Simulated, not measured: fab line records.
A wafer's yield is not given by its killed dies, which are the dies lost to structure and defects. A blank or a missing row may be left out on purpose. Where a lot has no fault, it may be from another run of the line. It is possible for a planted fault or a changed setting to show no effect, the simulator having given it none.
Split-lot trial ; flow berkeley-cmos170 ; on a route of 331 steps: 5 lots, 23 wafers read

## SPLIT DETAILS
At UCB170_PFIELD_IMPLANT_07, the setting dose-cm2 was moved away from the recipe's 2e+13 on 7 of the 23 wafers read, by -2.2% to +6.9%. This setting was run at the recipe's value on the other wafers.

## BETWEEN THE SPLIT AND THE READING: the file shows 1 step in between
- UCB170_PFIELD_STRIP_08: strips in O2

## THE READING
PFIELD_TW, at UCB170_PFIELD_TW_MEAS_09. Fault-free wafers of this fab line usually give 602, standard deviation 4.6.

wafer;tool, chamber at the split;dose-cm2 as run;against the recipe;PFIELD_TW;against lot-mates on the recipe
L075.1;implanter-03, 0;2e+13;recipe;605;-
L075.2;implanter-03, 0;2.139e+13;+6.9%;619;+14
L075.3;implanter-03, 0;2.139e+13;+6.9%;619;+14
L075.5;implanter-03, 0;2.139e+13;+6.9%;619;+14
L075.6;implanter-03, 0;2e+13;recipe;606;-
L076.2;implanter-01, 0;2e+13;recipe;599;-
L076.4;implanter-01, 0;2e+13;recipe;600;-
L076.5;implanter-01, 0;2e+13;recipe;603;-
L078.1;implanter-03, 0;2e+13;recipe;599;-
L078.2;implanter-03, 0;2e+13;recipe;596;-
L078.3;implanter-03, 0;2e+13;recipe;600;-
L078.5;implanter-03, 0;2e+13;recipe;600;-
L078.6;implanter-03, 0;2e+13;recipe;599;-
L077.1;implanter-01, 0;1.955e+13;-2.2%;597;-3
L077.2;implanter-01, 0;2e+13;recipe;600;-
L077.3;implanter-01, 0;1.955e+13;-2.2%;596;-4
L077.4;implanter-01, 0;2e+13;recipe;601;-
L077.6;implanter-01, 0;2e+13;recipe;598;-
L083.1;implanter-04, 0;2.085e+13;+4.2%;609;+14
L083.2;implanter-04, 0;2e+13;recipe;593;-
L083.4;implanter-04, 0;2e+13;recipe;596;-
L083.5;implanter-04, 0;2.085e+13;+4.2%;606;+11
L083.6;implanter-04, 0;2e+13;recipe;595;-

FIT RESULTS
A straight line over all 23 wafers: PFIELD_TW changes by +2.53 for each +1% of dose-cm2; r = +0.91; the points scatter about the line by 3.3.
The same after taking each lot's own level away (the mean of its wafers on the recipe; 23 wafers): +2.07 for each +1%; r = +0.95; scatter 1.8.
The reading moves by 14 for the largest change in dose-cm2, on that fit.
The lots' own levels span 594.7 to 605.5, that is 2.4 times the standard deviation above.
So the lot-to-lot level changes the slope: the two fits differ.
Check: +15.2 against its lot-mates is what the line predicts for one of the wafers moved furthest among these (+6.9%) when that wafer is left out of the fit. Against them it came out at +13.5.

## THESE WAFERS: OTHER SPLITS
Note: prior to the reading, these wafers also went through further splits. Each is held against what the fit with the lots' levels taken away leaves over:
other split on the same wafers;wafers away from the commonest value;r with PFIELD_TW (lot level and that fit taken away)
UCB170_ZERO_COAT_01 resist-thk-nm;10;+0.11
UCB170_PWELL_OXIDATION_02 ox-time-s;18;+0.33
UCB170_ACTIVE_CVD_05 temp-c;15;+0.27
UCB170_ACTIVE_EXPOSE_10 dose-mj;8;+0.47

## FILE'S OWN FIT
PFIELD_TW changes by +2.14 for each +1% of dose-cm2, r = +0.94.
